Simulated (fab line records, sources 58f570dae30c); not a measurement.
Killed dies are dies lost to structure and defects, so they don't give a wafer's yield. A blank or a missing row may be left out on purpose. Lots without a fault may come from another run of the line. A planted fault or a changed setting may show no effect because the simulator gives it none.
Which tool did it? | flow berkeley_cmos170 | 13 lots, 39 wafers sampled, at 5 steps of a route of 331

WHAT THE GAUGES READ, wafer by wafer
UCB170_NSD_TW_MEAS_10. Usual: NSD_TW 4169, standard deviation 35.
lot  | measured     | on            | NSD_TW         | flag
L978 | day 8 07:58  | film_metro-02 | 4118 4096 4101 |
L980 | day 8 22:04  | film_metro-04 | 4175 4166 4175 |
L981 | day 8 22:18  | film_metro-02 | 4107 4113 4128 |
L983 | day 8 22:35  | film_metro-04 | 4184 4165 4168 |
L984 | day 9 10:51  | film_metro-04 | 4214 4222 4210 |
L986 | day 9 11:15  | film_metro-04 | 4218 4209 4228 |
L985 | day 9 11:25  | film_metro-02 | 4128 4137 4114 |
L988 | day 10 00:07 | film_metro-01 | 4203 4177 4198 |
L987 | day 10 00:16 | film_metro-01 | 4185 4197 4180 |
L990 | day 10 11:46 | film_metro-04 | 4192 4200 4193 |
L997 | day 11 18:13 | film_metro-01 | 4178 4221 4226 |
L998 | day 12 13:47 | film_metro-02 | 4142 4164 4143 |
L100 | day 12 23:27 | film_metro-04 | 4193 4207 4190 |

UCB170_V1_THK_MEAS_01. Usual: V1_TEOS_THK 1996 nm, standard deviation 25.
lot  | measured     | on            | V1_TEOS_THK (nm) | flag
L978 | day 8 21:16  | film_metro-01 | 1994 1997 2007   |
L980 | day 9 11:04  | film_metro-01 | 2020 2030 2036   |
L981 | day 9 13:42  | film_metro-01 | 1993 2024 2009   |
L983 | day 9 13:46  | film_metro-04 | 1967 2021 2029   |
L984 | day 10 00:10 | film_metro-03 | 1976 1991 1986   |
L986 | day 10 04:46 | film_metro-03 | 1952 1994 2008   |
L985 | day 10 03:26 | film_metro-01 | 1970 2020 1983   |
L988 | day 10 10:56 | film_metro-03 | 1980 2005 2004   |
L987 | day 10 12:16 | film_metro-01 | 1979 2005 2008   |
L990 | day 11 00:29 | film_metro-04 | 1699 1992 1997   | OFF
L997 | day 12 04:49 | film_metro-03 | 2001 1970 2007   |
L998 | day 13 03:21 | film_metro-03 | 1999 1952 1950   |
L100 | day 13 12:27 | film_metro-01 | 1982 1979 2001   |

WHICH TOOL RAN EACH LOT (tool, then ch and the chambers of the sampled wafers, then the start)
lot  | UCB170_SDANNEAL_RTA_00           | UCB170_CONTACT_ETCH_17             | UCB170_V1_CVD_00
L978 | rtp_anneal-02 ch 0, day 8 09:38  | rie_diel-01 ch 1,2,3, day 8 15:39  | pecvd-03 ch 0,1, day 8 21:06
L980 | rtp_anneal-02 ch 0, day 9 00:37  | rie_diel-03 ch 0,1, day 9 06:17    | pecvd-02 ch 0,1,2, day 9 10:58
L981 | rtp_anneal-02 ch 0, day 9 00:47  | rie_diel-04 ch 1,2,3, day 9 08:26  | pecvd-04 ch 0,2, day 9 13:33
L983 | rtp_anneal-02 ch 0, day 9 01:04  | rie_diel-01 ch 0,3, day 9 08:44    | pecvd-02 ch 0,1,2, day 9 13:33
L984 | rtp_anneal-02 ch 0, day 9 14:51  | rie_diel-01 ch 0,1,2, day 9 20:00  | pecvd-02 ch 0,1,2, day 10 00:00
L986 | rtp_anneal-01 ch 0, day 9 14:50  | rie_diel-03 ch 1,2, day 9 23:25    | pecvd-02 ch 0,2, day 10 04:37
L985 | rtp_anneal-02 ch 0, day 9 15:03  | rie_diel-01 ch 1,2,3, day 9 23:16  | pecvd-04 ch 0,1, day 10 03:16
L988 | rtp_anneal-01 ch 0, day 10 01:10 | rie_diel-04 ch 0,2, day 10 07:04   | pecvd-02 ch 0,1, day 10 10:46
L987 | rtp_anneal-02 ch 0, day 10 01:37 | rie_diel-03 ch 0,2, day 10 07:20   | pecvd-04 ch 0,2, day 10 12:06
L990 | rtp_anneal-02 ch 0, day 10 13:16 | rie_diel-01 ch 0,3, day 10 20:37   | pecvd-02 ch 0,1,2, day 11 00:19
L997 | rtp_anneal-02 ch 0, day 11 19:13 | rie_diel-03 ch 0,3, day 12 00:17   | pecvd-03 ch 0,2, day 12 04:39
L998 | rtp_anneal-01 ch 0, day 12 16:27 | rie_diel-01 ch 1,2,3, day 12 22:55 | pecvd-04 ch 0,1,2, day 13 03:11
L100 | rtp_anneal-02 ch 0, day 13 00:29 | rie_diel-04 ch 0,1, day 13 07:38   | pecvd-03 ch 0,1,2, day 13 12:16
- UCB170_SDANNEAL_RTA_00: time 10 s.
- UCB170_CONTACT_ETCH_17: etches BARC in N2/H2.
- UCB170_V1_CVD_00: deposits SiO2 from TEOS/O2, target thk 2000 nm, time 250 s.

WHAT THE TOOLS THEMSELVES READ (means of the sampled wafers that have a number; where no wafer has one, the mark that the record gives instead)
UCB170_SDANNEAL_RTA_00. Usual: lamp_power_pct 23.91 %, standard deviation 0.16; wafer_temp_C_max 904.1, standard deviation 0.89.
lot  | tool          | lamp_power_pct (%) | wafer_temp_C_max | flag
L978 | rtp_anneal-02 | 24.04              | 904.7            |
L980 | rtp_anneal-02 | 24.03              | 904.0            |
L981 | rtp_anneal-02 | 24.04              | 904.7            |
L983 | rtp_anneal-02 | 24.02              | 903.9            |
L984 | rtp_anneal-02 | 24.01              | 904.3            |
L986 | rtp_anneal-01 | 23.70              | 903.3            |
L985 | rtp_anneal-02 | 24.02              | 904.7            |
L988 | rtp_anneal-01 | 23.69              | 902.6            |
L987 | rtp_anneal-02 | 24.04              | 904.0            |
L990 | rtp_anneal-02 | 24.01              | 904.8            |
L997 | rtp_anneal-02 | 24.01              | 903.9            |
L998 | rtp_anneal-01 | 23.68              | 903.7            |
L100 | rtp_anneal-02 | 24.05              | 903.8            |

UCB170_CONTACT_ETCH_17. Usual: drypump_motor_current_A 5.66 A, standard deviation 0.25; oes_product_au 0.998 a.u., standard deviation 0.023; throttle_valve_pct 13.43 %, standard deviation 0.14.
lot  | tool        | drypump_motor_current_A (A) | oes_product_au (a.u.) | throttle_valve_pct (%) | flag
L978 | rie_diel-01 | 5.57                        | 1.011                 | 13.43                  |
L980 | rie_diel-03 | 5.89                        | 0.977                 | 13.48                  |
L981 | rie_diel-04 | 5.76                        | 0.963                 | 13.46                  |
L983 | rie_diel-01 | 5.53                        | 1.009                 | 13.35                  |
L984 | rie_diel-01 | 5.62                        | 1.003                 | 13.54                  |
L986 | rie_diel-03 | 5.58                        | 0.990                 | 13.35                  |
L985 | rie_diel-01 | 5.58                        | 1.014                 | 13.43                  |
L988 | rie_diel-04 | 5.50                        | 1.006                 | 13.50                  |
L987 | rie_diel-03 | 5.68                        | 1.009                 | 13.49                  |
L990 | rie_diel-01 | 5.48                        | 1.014                 | 13.25                  |
L997 | rie_diel-03 | 5.87                        | 1.018                 | 13.44                  |
L998 | rie_diel-01 | 5.58                        | 1.003                 | 13.44                  |
L100 | rie_diel-04 | 5.55                        | 0.990                 | 13.41                  |

UCB170_V1_CVD_00. Usual: heater_power_w 247 W, standard deviation 76; rf_fwd_power_W 548.4 W, standard deviation 1.7.
lot  | tool     | heater_power_w (W) | rf_fwd_power_W (W) | flag
L978 | pecvd-03 | 277                | 549.0              |
L980 | pecvd-02 | 209                | 549.6              |
L981 | pecvd-04 | 295                | 547.0              |
L983 | pecvd-02 | 207                | 547.5              |
L984 | pecvd-02 | 219                | 548.3              |
L986 | pecvd-02 | 211                | 548.0              |
L985 | pecvd-04 | 351                | 548.6              |
L988 | pecvd-02 | 166                | 547.2              |
L987 | pecvd-04 | 310                | 547.9              |
L990 | pecvd-02 | 271                | 475.1              | OFF
L997 | pecvd-03 | 246                | 547.5              |
L998 | pecvd-04 | 292                | 546.8              |
L100 | pecvd-03 | 261                | 548.5              |

THE ANSWER, worked out from the rows above alone
Rule: a lot is off if the mean of its wafers that have a number lies more than 3 standard deviations from the usual mean. A lot without any number at a reading at which 4 lots or more have one is off too. The other lots that the step has rows for count as sound. The gauges are gone through in route order, then the tools' own readings, and for those a lot's mean is taken as printed above. The first step at which some lot is off is used, and at that step the reading that is off furthest; a lot without a number counts as furthest.
Off: L990, at UCB170_V1_THK_MEAS_01 (V1_TEOS_THK).
A tool fits if, at a process step before that reading, it ran every lot that is off, and no sound lot after the first of them. The gauges at UCB170_V1_THK_MEAS_01 aren't tried: what is off there is off at UCB170_V1_CVD_00 too, on other tools, and a gauge's error can't cause that. One fits: pecvd-02 at UCB170_V1_CVD_00. Its last sound lot is L988 (day 10 10:46), its first lot that is off L990 (day 11 00:19): a fault that began between those two fits.
The tool's own readings at UCB170_V1_CVD_00 bear it out: on the lots that are off they differ by more than 5 times the standard deviation of the sound lots' means. rf_fwd_power_W reads 475.1 W there against 548.0 W on the sound lots.

WHAT THE SIMULATOR HAD PUT IN
Process parameter drift: pecvd-02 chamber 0, from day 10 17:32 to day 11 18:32, at UCB170_V1_CVD_00. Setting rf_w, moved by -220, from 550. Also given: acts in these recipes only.
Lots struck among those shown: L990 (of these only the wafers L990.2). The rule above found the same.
